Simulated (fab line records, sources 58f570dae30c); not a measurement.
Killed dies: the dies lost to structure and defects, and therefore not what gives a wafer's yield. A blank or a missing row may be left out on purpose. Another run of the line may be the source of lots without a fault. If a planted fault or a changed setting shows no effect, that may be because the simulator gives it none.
Which tool was responsible? -- flow berkeleyCmos170 -- 7 lots, 21 wafers sampled, at 3 steps of a route of 331

WHAT THE GAUGES READ, wafer by wafer
UCB170_PVT_TW_MEAS_09.
lot,measured,on,PVT_TW
L925,day 6 02:04,filmMetro-01,506 509 510
L931,day 7 13:38,filmMetro-01,508 508 511
L936,day 8 10:30,filmMetro-04,570 573 575 573 576 570
L939,day 10 01:01,filmMetro-04,511 514 513
L943,day 11 02:43,filmMetro-04,511 510 515
L947,day 11 14:32,filmMetro-01,506 510 507
L946,day 11 14:51,filmMetro-03,502 505 506

TOOL THAT RAN EACH LOT (tool first, then ch and the chambers of the sampled wafers, then the start)
lot,UCB170_NVT_STRIP_08,UCB170_PVT_IMPLANT_07
L925,"plasmaAsher-04 ch 0,1, day 5 21:56","implanter-04 ch 0, day 6 01:50"
L931,"plasmaAsher-04 ch 0,1, day 7 11:48","implanter-04 ch 0, day 7 13:26"
L936,"plasmaAsher-04 ch 0,1, day 8 08:29","implanter-01 ch 0, day 8 10:15"
L939,"plasmaAsher-04 ch 0,1, day 9 22:04","implanter-03 ch 0, day 10 00:46"
L943,"plasmaAsher-02 ch 0,1, day 11 00:13","implanter-01 ch 0, day 11 02:29"
L947,"plasmaAsher-04 ch 0,1, day 11 11:46","implanter-04 ch 0, day 11 14:17"
L946,"plasmaAsher-04 ch 0,1, day 11 12:31","implanter-04 ch 0, day 11 14:37"
- UCB170_NVT_STRIP_08: strips in O2.
- UCB170_PVT_IMPLANT_07

THE ANSWER, worked out from the rows above alone
Rule: the usual values come from the lots themselves. The widest of any qualifying gaps counts: lots, ordered by their means at a reading, are off when they make up no more than a third of the lots, leave a main group of 4 or more, and stand apart from it by 3 or more times the standard deviation of that group's means. Not used: any main group whose means are identical at the precision the tables above print for the reading. A lot without any number at a reading at which 4 lots or more have one is off too. Any other lot the step has rows for is counted as sound.
Off: L936, seen at UCB170_PVT_TW_MEAS_09 (PVT_TW). Main group: mean 509, sd 2.8.
A tool fits if, at a process step before that reading, it ran every lot that is off, and no sound lot after the first of them. The gauges at UCB170_PVT_TW_MEAS_09 are tried like those tools. No candidate that was tried fits.

WHAT THE SIMULATOR HAD INSERTED
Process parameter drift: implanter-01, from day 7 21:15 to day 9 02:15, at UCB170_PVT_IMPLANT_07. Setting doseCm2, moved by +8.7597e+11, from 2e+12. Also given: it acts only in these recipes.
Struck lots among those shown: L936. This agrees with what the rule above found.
